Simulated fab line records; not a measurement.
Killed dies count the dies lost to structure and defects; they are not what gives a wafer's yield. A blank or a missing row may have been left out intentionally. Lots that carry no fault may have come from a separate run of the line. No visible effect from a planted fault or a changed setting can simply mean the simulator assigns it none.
Which tool was responsible? || flow berkeley_cmos170 || Sampling: 14 lots, 42 wafers, 2 of 331 route steps

## WHAT THE GAUGES READ, wafer by wafer
UCB170_SDANNEAL_RS_MEAS_04: the measuring method here is four-point-probe.
{"lot": "L889", "measured": "day 8 06:14", "on": "film_metro-01", "PLDD_RS (ohm/sq)": "1031.0 1032.4 1031.7"}
{"lot": "L890", "measured": "day 8 06:56", "on": "film_metro-02", "PLDD_RS (ohm/sq)": "1031.3 1033.6 1030.0"}
{"lot": "L891", "measured": "day 8 21:58", "on": "film_metro-01", "PLDD_RS (ohm/sq)": "1030.8 1028.9 1027.9"}
{"lot": "L893", "measured": "day 8 21:17", "on": "film_metro-01", "PLDD_RS (ohm/sq)": "1033.2 1034.4 1032.6"}
{"lot": "L894", "measured": "day 9 08:49", "on": "film_metro-03", "PLDD_RS (ohm/sq)": "1035.1 1032.6 1033.0"}
{"lot": "L897", "measured": "day 9 09:30", "on": "film_metro-02", "PLDD_RS (ohm/sq)": "1029.2 1031.9 1032.7"}
{"lot": "L896", "measured": "day 9 10:34", "on": "film_metro-02", "PLDD_RS (ohm/sq)": "1024.2 1030.6 1028.5"}
{"lot": "L901", "measured": "day 10 13:01", "on": "film_metro-01", "PLDD_RS (ohm/sq)": "1035.3 1036.1 1035.6"}
{"lot": "L904", "measured": "day 11 06:26", "on": "film_metro-02", "PLDD_RS (ohm/sq)": "- - -"}
{"lot": "L905", "measured": "day 11 20:32", "on": "film_metro-01", "PLDD_RS (ohm/sq)": "- - -"}
{"lot": "L908", "measured": "day 12 08:01", "on": "film_metro-01", "PLDD_RS (ohm/sq)": "1032.5 1030.5 1032.6"}
{"lot": "L907", "measured": "day 12 08:16", "on": "film_metro-02", "PLDD_RS (ohm/sq)": "1031.8 1030.2 1030.8"}
{"lot": "L910", "measured": "day 12 08:29", "on": "film_metro-03", "PLDD_RS (ohm/sq)": "1034.4 1039.3 1035.2"}
{"lot": "L911", "measured": "day 13 04:46", "on": "film_metro-03", "PLDD_RS (ohm/sq)": "1030.7 1032.0 1030.4"}

## WHICH TOOL RAN EACH LOT (tool, then ch and the chambers of the sampled wafers, then the start)
{"lot": "L889", "UCB170_PLDD_IMPLANT_08": "implanter-02 ch 0, day 7 16:40"}
{"lot": "L890", "UCB170_PLDD_IMPLANT_08": "implanter-03 ch 0, day 7 16:51"}
{"lot": "L891", "UCB170_PLDD_IMPLANT_08": "implanter-04 ch 0, day 8 07:36"}
{"lot": "L893", "UCB170_PLDD_IMPLANT_08": "implanter-03 ch 0, day 8 07:51"}
{"lot": "L894", "UCB170_PLDD_IMPLANT_08": "implanter-04 ch 0, day 8 15:17"}
{"lot": "L897", "UCB170_PLDD_IMPLANT_08": "implanter-04 ch 0, day 8 21:48"}
{"lot": "L896", "UCB170_PLDD_IMPLANT_08": "implanter-03 ch 0, day 8 22:05"}
{"lot": "L901", "UCB170_PLDD_IMPLANT_08": "implanter-04 ch 0, day 9 22:01"}
{"lot": "L904", "UCB170_PLDD_IMPLANT_08": "implanter-04 ch 0, day 10 14:56"}
{"lot": "L905", "UCB170_PLDD_IMPLANT_08": "implanter-04 ch 0, day 11 02:26"}
{"lot": "L908", "UCB170_PLDD_IMPLANT_08": "implanter-03 ch 0, day 11 18:23"}
{"lot": "L907", "UCB170_PLDD_IMPLANT_08": "implanter-02 ch 0, day 11 18:29"}
{"lot": "L910", "UCB170_PLDD_IMPLANT_08": "implanter-03 ch 0, day 11 18:55"}
{"lot": "L911", "UCB170_PLDD_IMPLANT_08": "implanter-03 ch 0, day 12 15:23"}
- UCB170_PLDD_IMPLANT_08

## AS READ BY THE TOOLS THEMSELVES (means over the sampled wafers that have a number; for cases with no such wafer, the mark the record gives instead)
UCB170_PLDD_IMPLANT_08.
{"lot": "L889", "tool": "implanter-02", "tilt_deg (degrees)": 6.956}
{"lot": "L890", "tool": "implanter-03", "tilt_deg (degrees)": 6.997}
{"lot": "L891", "tool": "implanter-04", "tilt_deg (degrees)": 6.996}
{"lot": "L893", "tool": "implanter-03", "tilt_deg (degrees)": 7.007}
{"lot": "L894", "tool": "implanter-04", "tilt_deg (degrees)": 6.998}
{"lot": "L897", "tool": "implanter-04", "tilt_deg (degrees)": 7.017}
{"lot": "L896", "tool": "implanter-03", "tilt_deg (degrees)": 7.014}
{"lot": "L901", "tool": "implanter-04", "tilt_deg (degrees)": 6.981}
{"lot": "L904", "tool": "implanter-04", "tilt_deg (degrees)": 7.996}
{"lot": "L905", "tool": "implanter-04", "tilt_deg (degrees)": 7.984}
{"lot": "L908", "tool": "implanter-03", "tilt_deg (degrees)": 6.995}
{"lot": "L907", "tool": "implanter-02", "tilt_deg (degrees)": 7.001}
{"lot": "L910", "tool": "implanter-03", "tilt_deg (degrees)": 6.977}
{"lot": "L911", "tool": "implanter-03", "tilt_deg (degrees)": 7.013}

## THE ANSWER, worked out from the rows above alone
Rule: the lots themselves supply what counts as usual. The widest of any qualifying gaps counts: lots, ordered by their means at a reading, are off when they make up no more than a third of the lots, leave a main group of 4 or more, and stand apart from it by 3 or more times the standard deviation of that group's means. If all means in a main group match to the digits the tables above print for the reading, that group is not used. Also off: a lot with no number at a reading for which 4 or more lots have one. The other lots that the step has rows for count as sound. First the gauges in route order, then the tools' own readings, where a lot's mean is used as printed above. The first step at which some lot is off is used, and at that step the reading that is off furthest; a lot without a number counts as furthest.
Off: L904, L905, seen at UCB170_SDANNEAL_RS_MEAS_04 (PLDD_RS). Without a number there: L904, L905. The main group: mean 1032.0 ohm/sq, standard deviation 2.3.
If a tool, at a process step before that reading, ran all the lots that are off and no sound lot after the first of them, it fits. Not tried: the gauges at UCB170_SDANNEAL_RS_MEAS_04; whatever is off there is also off at UCB170_PLDD_IMPLANT_08, on other tools, and gauge error can't account for it. One candidate fits, namely implanter-04 at UCB170_PLDD_IMPLANT_08. Its last sound lot is L901 (day 9 22:01), its first lot that is off L904 (day 10 14:56): a fault that began between those two fits.
The tool's own readings at UCB170_PLDD_IMPLANT_08 bear it out: on the lots that are off they differ by more than 5 times the standard deviation of the sound lots' means. tilt_deg reads 7.990 degrees there against 6.996 degrees on the sound lots.

## WHAT THE SIMULATOR HAD PUT IN
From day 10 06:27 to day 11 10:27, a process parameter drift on implanter-04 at UCB170_PLDD_IMPLANT_08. Setting tilt_deg, moved by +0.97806, from 7. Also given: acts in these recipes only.
Struck lots among those shown: L904, L905. The rule given above showed the same thing.
